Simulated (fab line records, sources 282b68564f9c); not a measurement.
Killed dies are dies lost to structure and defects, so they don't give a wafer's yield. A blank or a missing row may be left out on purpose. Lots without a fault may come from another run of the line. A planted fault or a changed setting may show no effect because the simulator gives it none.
Which tool did it? | flow rit_cmos | 14 lots, 42 wafers sampled, at 6 steps of a route of 202

WHAT THE GAUGES READ, wafer by wafer
RIT_PWELL_OVL_MEAS_06.
lot  | measured    | on         | PWELL_OVL (nm)
L894 | day 1 23:26 | overlay-01 | 2.1 0.0 1.7
L895 | day 2 04:17 | overlay-02 | -1.4 0.4 0.4
L898 | day 2 18:37 | overlay-01 | 0.6 0.4 0.0
L899 | day 3 01:08 | overlay-02 | -0.9 0.2 -0.2
L904 | day 4 04:47 | overlay-02 | -1.4 -2.4 -0.4
L906 | day 4 13:21 | overlay-01 | -0.9 0.5 -0.8
L907 | day 4 16:16 | overlay-02 | 1.0 1.6 0.1
L908 | day 4 23:05 | overlay-01 | 0.4 0.7 1.4
L909 | day 5 02:02 | overlay-02 | 0.1 1.7 1.0
L910 | day 5 06:59 | overlay-01 | 0.6 -0.9 -1.1
L911 | day 5 13:45 | overlay-01 | -0.1 -0.1 0.0
L913 | day 5 22:56 | overlay-01 | 0.6 0.2 -1.0
L914 | day 6 02:26 | overlay-01 | -0.7 1.6 0.0
L915 | day 6 12:46 | overlay-01 | 0.2 0.7 1.2

RIT_GATE_THK_MEAS_09.
lot  | measured    | on            | GATE_POLY_THK (nm)
L894 | day 2 14:51 | film_metro-02 | 257.5 258.3 260.8
L895 | day 2 19:45 | film_metro-02 | 256.7 254.9 254.8
L898 | day 3 08:49 | film_metro-04 | 253.2 252.9 252.0
L899 | day 3 14:08 | film_metro-01 | 251.7 252.0 252.5
L904 | day 4 19:22 | film_metro-01 | 205.0 206.6 206.3
L906 | day 5 02:23 | film_metro-04 | 210.8 210.5 208.0
L907 | day 5 10:32 | film_metro-01 | 254.9 255.1 254.4
L908 | day 5 16:17 | film_metro-04 | 252.5 253.2 253.4
L909 | day 5 16:30 | film_metro-04 | 257.6 257.4 256.3
L910 | day 5 21:02 | film_metro-04 | 255.4 257.4 255.5
L911 | day 6 06:53 | film_metro-02 | 254.3 253.8 254.3
L913 | day 6 13:16 | film_metro-02 | 258.1 258.5 259.7
L914 | day 6 17:19 | film_metro-02 | 256.2 258.1 256.9
L915 | day 7 08:50 | film_metro-01 | 259.0 259.1 259.9

RIT_NSD_TW_MEAS_10.
lot  | measured    | on            | NSD_TW
L894 | day 3 04:56 | film_metro-02 | 3139 3125 3127
L895 | day 3 07:37 | film_metro-03 | 3129 3137 3131
L898 | day 3 21:23 | film_metro-04 | 3144 3148 3153
L899 | day 4 03:35 | film_metro-02 | 3094 3127 3104
L904 | day 5 07:26 | film_metro-04 | 3134 3129 3148
L906 | day 5 15:37 | film_metro-02 | 3120 3114 3122
L907 | day 5 23:34 | film_metro-03 | 3124 3137 3153
L908 | day 6 04:35 | film_metro-04 | 3138 3132 3145
L909 | day 6 05:01 | film_metro-03 | 3096 3124 3111
L910 | day 6 10:02 | film_metro-02 | 3122 3118 3106
L911 | day 6 20:01 | film_metro-04 | 3117 3131 3132
L913 | day 7 01:06 | film_metro-03 | 3119 3129 3122
L914 | day 7 08:43 | film_metro-02 | 3101 3108 3106
L915 | day 7 20:32 | film_metro-04 | 3161 3167 3164

WHICH TOOL RAN EACH LOT (tool, then ch and the chambers of the sampled wafers, then the start)
lot  | RIT_PRETRO_STRIP_09                 | RIT_GATE_CVD_08            | RIT_GATE_ETCH_19
L894 | plasma_asher-01 ch 0,1, day 2 09:11 | lpcvd-01 ch 0, day 2 12:26 | rie_si-01 ch 0,3, day 2 16:12
L895 | plasma_asher-04 ch 0,1, day 2 14:24 | lpcvd-02 ch 0, day 2 18:07 | rie_si-02 ch 1,2,3, day 2 20:57
L898 | plasma_asher-01 ch 0,1, day 3 04:07 | lpcvd-02 ch 0, day 3 07:11 | rie_si-01 ch 0,2, day 3 10:02
L899 | plasma_asher-01 ch 0,1, day 3 10:07 | lpcvd-02 ch 0, day 3 12:32 | rie_si-02 ch 0,3, day 3 15:25
L904 | plasma_asher-01 ch 0, day 4 13:54   | lpcvd-01 ch 1, day 4 17:45 | rie_si-01 ch 1,2,3, day 4 20:42
L906 | plasma_asher-01 ch 0,1, day 4 22:42 | lpcvd-01 ch 1, day 5 00:44 | rie_si-01 ch 0,1,3, day 5 03:42
L907 | plasma_asher-03 ch 0,1, day 5 02:13 | lpcvd-02 ch 0, day 5 08:55 | rie_si-02 ch 0,1,3, day 5 12:13
L908 | plasma_asher-04 ch 0,1, day 5 08:55 | lpcvd-01 ch 0, day 5 14:38 | rie_si-01 ch 0,1,2, day 5 17:34
L909 | plasma_asher-01 ch 0,1, day 5 11:48 | lpcvd-02 ch 0, day 5 14:53 | rie_si-02 ch 1,2,3, day 5 17:43
L910 | plasma_asher-04 ch 0,1, day 5 17:05 | lpcvd-02 ch 0, day 5 19:25 | rie_si-01 ch 0,1, day 5 22:35
L911 | plasma_asher-04 ch 0,1, day 5 23:08 | lpcvd-02 ch 1, day 6 05:15 | rie_si-02 ch 0,2, day 6 08:05
L913 | plasma_asher-01 ch 0,1, day 6 08:03 | lpcvd-01 ch 0, day 6 11:38 | rie_si-01 ch 0,2,3, day 6 14:36
L914 | plasma_asher-03 ch 0,1, day 6 13:34 | lpcvd-01 ch 0, day 6 15:41 | rie_si-01 ch 0,3, day 6 18:31
L915 | plasma_asher-04 ch 1, day 6 21:45   | lpcvd-01 ch 0, day 7 07:13 | rie_si-02 ch 0,1, day 7 10:02
- RIT_PRETRO_STRIP_09: strips in O2, time 180 s.
- RIT_GATE_CVD_08: deposits poly-Si from SiH4, target thk 250 nm, time 2220 s.
- RIT_GATE_ETCH_19: etches poly-Si in SF6/CHF3/O2, stops on SiO2, time 165 s, target depth 312.5 nm.

WHAT THE TOOLS THEMSELVES READ (means of the sampled wafers that have a number; where no wafer has one, the mark that the record gives instead)
RIT_PRETRO_STRIP_09.
lot  | tool            | drypump_motor_current_A (A)
L894 | plasma_asher-01 | 5.9
L895 | plasma_asher-04 | 6.0
L898 | plasma_asher-01 | 5.4
L899 | plasma_asher-01 | 5.4
L904 | plasma_asher-01 | 4.9
L906 | plasma_asher-01 | 5.4
L907 | plasma_asher-03 | 5.7
L908 | plasma_asher-04 | 6.2
L909 | plasma_asher-01 | 5.9
L910 | plasma_asher-04 | 6.2
L911 | plasma_asher-04 | 6.0
L913 | plasma_asher-01 | 5.9
L914 | plasma_asher-03 | 5.7
L915 | plasma_asher-04 | 5.9

RIT_GATE_ETCH_19.
lot  | tool      | O2_flow_sccm (sccm) | drypump_motor_current_A (A) | oes_product_au (a.u.) | throttle_valve_pct (%)
L894 | rie_si-01 | 4.979               | 5.6                         | 0.881                 | 10.15
L895 | rie_si-02 | 4.970               | 5.7                         | 0.864                 | 10.23
L898 | rie_si-01 | 4.995               | 5.7                         | 0.861                 | 9.99
L899 | rie_si-02 | 5.009               | 5.3                         | 0.866                 | 10.07
L904 | rie_si-01 | 4.997               | 5.4                         | 0.737                 | 10.09
L906 | rie_si-01 | 4.991               | 5.4                         | 0.756                 | 10.17
L907 | rie_si-02 | 4.990               | 5.3                         | 0.866                 | 10.19
L908 | rie_si-01 | 4.989               | 5.6                         | 0.859                 | 10.08
L909 | rie_si-02 | 5.013               | 5.7                         | 0.870                 | 10.24
L910 | rie_si-01 | 5.000               | 5.5                         | 0.870                 | 10.20
L911 | rie_si-02 | 5.016               | 5.2                         | 0.844                 | 9.99
L913 | rie_si-01 | 4.998               | 5.5                         | 0.872                 | 10.06
L914 | rie_si-01 | 4.999               | 5.6                         | 0.876                 | 10.15
L915 | rie_si-02 | 4.995               | 4.9                         | 0.876                 | 10.23

THE ANSWER, worked out from the rows above alone
Rule: what is usual is taken from the lots themselves. Put in order of their means at a reading, lots are off if they are a third of the lots or fewer, leave a main group of 4 or more, and stand apart from it by a gap of 3 or more times the standard deviation of the main group's means; of several such gaps the widest counts. A main group whose means are all the same, to the digits that the tables above print for the reading, isn't used. A lot without any number at a reading at which 4 lots or more have one is off too. The other lots that the step has rows for count as sound. The gauges are gone through in route order, then the tools' own readings, and for those a lot's mean is taken as printed above. The first step at which some lot is off is used, and at that step the reading that is off furthest; a lot without a number counts as furthest.
Off: L904, L906, at RIT_GATE_THK_MEAS_09 (GATE_POLY_THK). The main group: mean 255.8 nm, standard deviation 2.4.
A tool fits if, at a process step before that reading, it ran every lot that is off, and no sound lot after the first of them. The gauges at RIT_GATE_THK_MEAS_09 aren't tried: what is off there is off at RIT_GATE_ETCH_19 too, on other tools, and a gauge's error can't cause that. None of those tried fits.

WHAT THE SIMULATOR HAD PUT IN
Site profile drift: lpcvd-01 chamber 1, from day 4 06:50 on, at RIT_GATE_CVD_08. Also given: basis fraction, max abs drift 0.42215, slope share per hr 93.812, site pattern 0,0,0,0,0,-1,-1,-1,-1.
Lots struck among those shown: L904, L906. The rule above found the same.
